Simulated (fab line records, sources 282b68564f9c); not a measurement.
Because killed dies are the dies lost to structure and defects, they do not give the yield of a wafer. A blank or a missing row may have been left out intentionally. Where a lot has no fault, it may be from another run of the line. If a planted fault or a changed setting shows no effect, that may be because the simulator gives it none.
A struck lot beside a sound one    flow rit-cmos    16 out of 202 route steps
Sound: the wafers L290.1, L290.3, L290.6. Struck: wafer L304.3 (L304.1, L304.4, from the same lot, were not struck and are left out); the cause is given at the end.
At each step with rows: each side's tool, then ch and its chambers, then its first start. Under that, the readings that differ: sound wafers    struck wafers    difference of the means    sigmas: that difference in standard deviations of wafers without a fault.
alike: readings whose means differ by less than 2 such deviations, and words and numbers that are the same on both sides. not compared: withheld readings, readings that some wafer has no value for, bounds like >300 that may hide the same value, and numbers for which the record gives no deviation and whose values overlap.
Wherever a step has rows on one side only, a row that says differs or no value, or a row with sigmas, the two part there. When numbers do not overlap yet have no deviation, they are printed without sigmas and do not part them. A reading missing from all wafers of one side parts the sides only when that side holds two or more wafers.

first, 1 step without rows for these wafers: RIT_PSD_IMPLANT_08.
RIT_PSD_STRIP_09: strips in O2, time 180 s.
  sound on plasma-asher-04 ch 0,1, day 5 03:44; struck on plasma-asher-04 ch 1, day 7 22:16
  alike: drypump-motor-current-A
  not compared: rf-hours-counter-h
RIT_PSD_TW_MEAS_10:
  struck on film-metro-03, day 7 22:26; sound on film-metro-02, day 5 03:55
reading  sound           struck  difference  sigmas
PSD_TW   3415 3414 3426  3447    +29         +2
then, 3 steps without rows for these wafers: RIT_SDANNEAL_CLEAN_00 (cleans in SC1, time 600 s); RIT_SDANNEAL_CLEAN_01 (cleans in dHF, time 30 s); RIT_SDANNEAL_CLEAN_02 (cleans in SC2, time 600 s).
RIT_SDANNEAL_RTA_03: time 5 s.
  sound on rtp-anneal-01 ch 0, day 5 04:22; struck on rtp-anneal-01 ch 0, day 7 22:52
  alike: wafer_temp_C_max
RIT_SDANNEAL_RS_MEAS_04: measures by four-point-probe.
  struck on film-metro-02, day 7 22:55; sound on film-metro-02, day 5 04:26
  alike: PSD_RS
RIT_SDANNEAL_RS_MEAS_05: measures by four-point-probe.
  struck on film-metro-02, day 7 23:02; sound on film-metro-02, day 5 04:33
  alike: NSD_RS
RIT_SDANNEAL_RS_MEAS_06: measures by four-point-probe.
  struck on film-metro-02, day 7 23:10; sound on film-metro-02, day 5 04:40
  alike: PLDD_RS
RIT_SDANNEAL_RS_MEAS_07: measures by four-point-probe.
  struck on film-metro-02, day 7 23:17; sound on film-metro-02, day 5 04:47
  alike: NLDD_RS
then, 1 step without rows for these wafers: RIT_SILICIDE_WET_ETCH_00 (etches SiO2 in BOE, target depth 14 nm, time 15 s).
RIT_SILICIDE_SPUTTER_01: material Ti, target thk 30 nm, time 240 s.
  struck on pvd-sputter-03, day 7 23:25; sound on pvd-sputter-02, day 5 04:55
reading                   sound                 struck  difference  sigmas
chamber-pressure-pa (Pa)  0.6675 0.6659 0.6665  0.6468  -0.0198     -15
  alike: throttle-valve-pct
RIT_SILICIDE_RS_MEAS_02: measures by four-point-probe.
  struck on film-metro-01, day 7 23:34; sound on film-metro-04, day 5 05:04
reading                  sound           struck  difference  sigmas
SILICIDE_TI_RS (ohm/sq)  49.9 50.4 49.7  46.1    -3.9        -7
RIT_SILICIDE_THK_MEAS_03: measures by xrf.
  struck on film-metro-01, day 7 23:41; sound on film-metro-04, day 5 05:11
reading               sound           struck  difference  sigmas
SILICIDE_TI_THK (nm)  28.7 28.2 28.7  29.3    +0.8        +2
RIT_M1_PROBE_99:
  rows exist in the record for the sound wafers here (prober-01, day 5 12:06), none for the struck ones

== WHERE THEY PART ==
At RIT_PSD_TW_MEAS_10 first; at RIT_M1_PROBE_99 last (within this record only).

WHY: what the simulator had put in
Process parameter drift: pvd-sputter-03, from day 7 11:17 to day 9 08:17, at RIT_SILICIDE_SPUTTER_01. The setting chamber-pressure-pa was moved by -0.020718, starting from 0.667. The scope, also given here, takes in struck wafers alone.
